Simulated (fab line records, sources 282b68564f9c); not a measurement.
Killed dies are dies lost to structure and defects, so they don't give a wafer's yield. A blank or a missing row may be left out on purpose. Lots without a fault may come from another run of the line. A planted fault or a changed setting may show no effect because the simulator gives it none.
Which tool did it? | flow rit_cmos | 16 lots, 48 wafers sampled, at 5 steps of a route of 202

WHAT THE GAUGES READ, wafer by wafer
RIT_NLDD_OVL_MEAS_06. Usual: NLDD_OVL 0.5 nm, standard deviation 1.4.
lot  | measured    | on         | NLDD_OVL (nm)  | flag
L177 | day 3 03:40 | overlay-02 | 0.6 -0.7 -1.1  |
L178 | day 3 09:31 | overlay-01 | 2.2 3.4 1.5    |
L179 | day 3 09:43 | overlay-01 | -1.1 -1.1 1.0  |
L180 | day 3 15:41 | overlay-02 | 0.2 0.3 3.4    |
L181 | day 3 16:20 | overlay-01 | 2.5 -0.3 1.8   |
L182 | day 3 19:32 | overlay-01 | -2.3 -0.3 -2.0 |
L185 | day 4 12:07 | overlay-02 | -1.2 0.7 -2.0  |
L186 | day 4 19:59 | overlay-02 | 1.7 0.3 0.2    |
L187 | day 5 00:46 | overlay-02 | 0.3 1.2 2.2    |
L190 | day 5 14:17 | overlay-02 | 0.4 1.2 0.7    |
L193 | day 6 06:52 | overlay-01 | 3.7 2.0 1.7    |
L194 | day 6 09:25 | overlay-01 | -0.6 1.4 2.3   |
L195 | day 6 16:14 | overlay-01 | 1.4 1.2 1.8    |
L198 | day 7 04:30 | overlay-01 | 2.6 2.6 2.2    |
L199 | day 7 13:02 | overlay-02 | 0.2 -1.0 -1.3  |
L200 | day 7 17:02 | overlay-02 | 1.9 0.4 0.9    |

RIT_NSD_OVL_MEAS_06. Usual: NSD_OVL 0.5 nm, standard deviation 1.5.
lot  | measured    | on         | NSD_OVL (nm)      | flag
L177 | day 3 09:17 | overlay-01 | -3.0 -0.4 0.1     |
L178 | day 3 15:34 | overlay-01 | 0.1 -0.6 0.6      |
L179 | day 3 16:59 | overlay-02 | 2.7 1.4 0.4       |
L180 | day 3 21:35 | overlay-01 | 0.7 2.7 1.3       |
L181 | day 3 22:58 | overlay-02 | 0.3 1.1 0.3       |
L182 | day 4 01:43 | overlay-01 | 422.3 420.9 420.5 | OFF
L185 | day 4 17:43 | overlay-02 | 422.3 422.9 420.7 | OFF
L186 | day 5 01:26 | overlay-02 | 422.6 420.7 420.3 | OFF
L187 | day 5 06:14 | overlay-01 | 418.4 419.7 417.7 | OFF
L190 | day 5 20:40 | overlay-01 | 1.5 2.8 3.3       |
L193 | day 6 13:19 | overlay-01 | 0.8 0.0 0.8       |
L194 | day 6 15:07 | overlay-01 | 0.5 0.8 2.1       |
L195 | day 6 21:42 | overlay-01 | 1.2 1.0 2.1       |
L198 | day 7 10:10 | overlay-02 | 2.1 1.5 0.1       |
L199 | day 7 19:23 | overlay-01 | -1.0 0.8 -1.5     |
L200 | day 8 00:47 | overlay-02 | 1.0 0.3 0.2       |

RIT_SDANNEAL_RS_MEAS_04: measures by four-point-probe. Usual: PSD_RS 115.97 ohm/sq, standard deviation 0.27.
lot  | measured    | on            | PSD_RS (ohm/sq)      | flag
L177 | day 3 12:18 | film_metro-03 | 116.15 116.03 115.94 |
L178 | day 3 18:21 | film_metro-03 | 115.37 115.82 115.93 |
L179 | day 3 19:48 | film_metro-02 | 115.98 116.29 116.27 |
L180 | day 4 00:16 | film_metro-02 | 116.47 116.86 116.34 |
L181 | day 4 01:41 | film_metro-04 | 116.23 116.11 116.33 |
L182 | day 4 04:08 | film_metro-03 | 116.10 116.24 115.76 |
L185 | day 4 20:19 | film_metro-04 | 115.98 115.79 116.07 |
L186 | day 5 04:10 | film_metro-03 | 115.90 115.69 115.69 |
L187 | day 5 08:44 | film_metro-03 | 115.67 115.98 115.67 |
L190 | day 5 23:29 | film_metro-03 | 116.12 116.15 116.11 |
L193 | day 6 16:01 | film_metro-04 | 115.76 115.91 115.78 |
L194 | day 6 17:38 | film_metro-02 | 116.17 115.73 116.18 |
L195 | day 7 00:22 | film_metro-03 | 116.01 115.94 115.76 |
L198 | day 7 12:49 | film_metro-03 | 116.16 115.74 116.59 |
L199 | day 7 21:51 | film_metro-04 | 116.02 115.86 115.88 |
L200 | day 8 03:20 | film_metro-04 | 115.95 116.23 115.79 |

WHICH TOOL RAN EACH LOT (tool, then ch and the chambers of the sampled wafers, then the start)
lot  | RIT_NLDD_STRIP_09                   | RIT_NSD_EXPOSE_03
L177 | plasma_asher-03 ch 0,1, day 3 03:59 | iline_stepper-01 ch 0, day 3 08:45
L178 | plasma_asher-04 ch 0,1, day 3 10:05 | iline_stepper-01 ch 0, day 3 15:10
L179 | plasma_asher-02 ch 0,1, day 3 10:05 | iline_stepper-02 ch 0, day 3 16:24
L180 | plasma_asher-04 ch 0,1, day 3 16:03 | iline_stepper-02 ch 0, day 3 21:03
L181 | plasma_asher-02 ch 0,1, day 3 16:40 | iline_stepper-02 ch 0, day 3 22:34
L182 | plasma_asher-03 ch 1, day 3 19:53   | iline_stepper-02 ch 0, day 4 01:19
L185 | plasma_asher-02 ch 1, day 4 12:26   | iline_stepper-02 ch 0, day 4 17:17
L186 | plasma_asher-03 ch 0,1, day 4 20:19 | iline_stepper-02 ch 0, day 5 01:02
L187 | plasma_asher-04 ch 0,1, day 5 01:06 | iline_stepper-02 ch 0, day 5 05:51
L190 | plasma_asher-03 ch 0,1, day 5 14:37 | iline_stepper-01 ch 0, day 5 20:14
L193 | plasma_asher-03 ch 0,1, day 6 07:12 | iline_stepper-01 ch 0, day 6 12:56
L194 | plasma_asher-04 ch 0,1, day 6 09:45 | iline_stepper-01 ch 0, day 6 14:44
L195 | plasma_asher-04 ch 0,1, day 6 16:34 | iline_stepper-01 ch 0, day 6 21:19
L198 | plasma_asher-04 ch 0,1, day 7 04:55 | iline_stepper-01 ch 0, day 7 09:47
L199 | plasma_asher-04 ch 0,1, day 7 13:22 | iline_stepper-01 ch 0, day 7 19:00
L200 | plasma_asher-02 ch 0,1, day 7 17:23 | iline_stepper-01 ch 0, day 8 00:23
- RIT_NLDD_STRIP_09: strips in O2, time 180 s.
- RIT_NSD_EXPOSE_03: exposes mask M9, target cd 40700 nm.

WHAT THE TOOLS THEMSELVES READ (means of the sampled wafers that have a number; where no wafer has one, the mark that the record gives instead)
RIT_NLDD_STRIP_09. Usual: drypump_motor_current_A 5.6 A, standard deviation 0.33; o2_flow_sccm 4001 sccm, standard deviation 12.
lot  | tool            | drypump_motor_current_A (A) | o2_flow_sccm (sccm) | flag
L177 | plasma_asher-03 | 5.8                         | 3988                |
L178 | plasma_asher-04 | 5.6                         | 4000                |
L179 | plasma_asher-02 | 5.8                         | 3985                |
L180 | plasma_asher-04 | 5.4                         | 4008                |
L181 | plasma_asher-02 | 5.6                         | 4002                |
L182 | plasma_asher-03 | 6.0                         | 4013                |
L185 | plasma_asher-02 | 6.2                         | 4009                |
L186 | plasma_asher-03 | 5.7                         | 4005                |
L187 | plasma_asher-04 | 5.4                         | 4001                |
L190 | plasma_asher-03 | 5.8                         | 3986                |
L193 | plasma_asher-03 | 5.8                         | 3999                |
L194 | plasma_asher-04 | 5.4                         | 3994                |
L195 | plasma_asher-04 | 5.4                         | 3997                |
L198 | plasma_asher-04 | 5.4                         | 4005                |
L199 | plasma_asher-04 | 5.4                         | 4011                |
L200 | plasma_asher-02 | 5.8                         | 3996                |

THE ANSWER, worked out from the rows above alone
Rule: a lot is off if the mean of its wafers that have a number lies more than 3 standard deviations from the usual mean. A lot without any number at a reading at which 4 lots or more have one is off too. The other lots that the step has rows for count as sound. The gauges are gone through in route order, then the tools' own readings, and for those a lot's mean is taken as printed above. The first step at which some lot is off is used, and at that step the reading that is off furthest; a lot without a number counts as furthest.
Off: L182, L185, L186, L187, at RIT_NSD_OVL_MEAS_06 (NSD_OVL).
A tool fits if, at a process step before that reading, it ran every lot that is off, and no sound lot after the first of them. The gauges at RIT_NSD_OVL_MEAS_06 are tried like those tools. One fits: iline_stepper-02 at RIT_NSD_EXPOSE_03. Its last sound lot is L181 (day 3 22:34), its first lot that is off L182 (day 4 01:19): a fault that began between those two fits.

WHAT THE SIMULATOR HAD PUT IN
Scanner matching overlay: iline_stepper-02, from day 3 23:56 on, at RIT_NSD_EXPOSE_03. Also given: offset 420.
Lots struck among those shown: L182, L185, L186, L187. The rule above found the same.
